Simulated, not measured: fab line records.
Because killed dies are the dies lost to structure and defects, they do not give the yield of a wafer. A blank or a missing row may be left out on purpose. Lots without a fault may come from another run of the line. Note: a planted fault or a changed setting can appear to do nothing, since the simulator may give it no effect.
Chamber matching -- flow rit-cmos -- rie-si-01 running RIT_GATE_ETCH_19: 4 sister chambers
The step etches poly-Si in SF6/CHF3/O2, stops on SiO2, time 165 s, target depth 312.5 nm. 14 wafers are shown with their chamber, then 7 later ones without.

== EACH WAFER AND ITS CHAMBER ==
wafer,chamber,throttle-valve-pct (%),oes-product-au (a.u.)
L559.1,1,10.26,0.839
L559.2,2,10.15,0.823
L559.4,0,10.25,0.850
L561.1,0,10.24,0.868
L561.5,0,10.25,0.861
L561.6,1,10.28,0.857
L565.2,1,10.26,0.853
L565.5,3,10.42,0.848
L565.6,2,10.15,0.829
L571.2,1,10.26,0.852
L571.3,3,10.43,0.843
L571.4,2,10.15,0.819
L577.1,0,10.25,0.854
L577.4,2,10.16,0.832

SIGNATURES, as means of the wafers listed above
reading,chamber 0,chamber 1,chamber 2,chamber 3,scatter within a chamber
throttle-valve-pct,10.2475,10.2650,10.1525,10.4250,0.00707
oes-product-au,0.85825,0.85025,0.82575,0.84550,0.00698
Rule: a wafer's distance from a chamber is the root of the sum, over the readings, of the square of ((its reading less the chamber's mean) divided by the reading's scatter). The wafer belongs to the nearest chamber; if the next one is less than 2 further off, it can't be placed. How the scatter is found: for the shown wafers, subtract from each reading the mean of its chamber, square and add these, divide the total by (wafers less chambers), then take the root.

== WAFERS WITH NO CHAMBER GIVEN ==
wafer,throttle-valve-pct (%),oes-product-au (a.u.)
L577.6,10.28,0.858
L579.1,10.26,0.842
L579.2,10.43,0.840
L579.4,10.15,0.827
L581.1,10.44,0.840
L581.4,10.25,0.861
L581.6,10.24,0.851

== WHICH CHAMBER EACH WENT THROUGH ==
wafer,from the rows above,in truth
L577.6,1,1
L579.1,can't be placed: 1 or 0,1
L579.2,3,3
L579.4,2,2
L581.1,3,3
L581.4,0,0
L581.6,0,0
Correct placement for 6 of the 7. These rows do not allow placing 1 (true chamber among the candidates in 1). Number placed wrongly: 0.
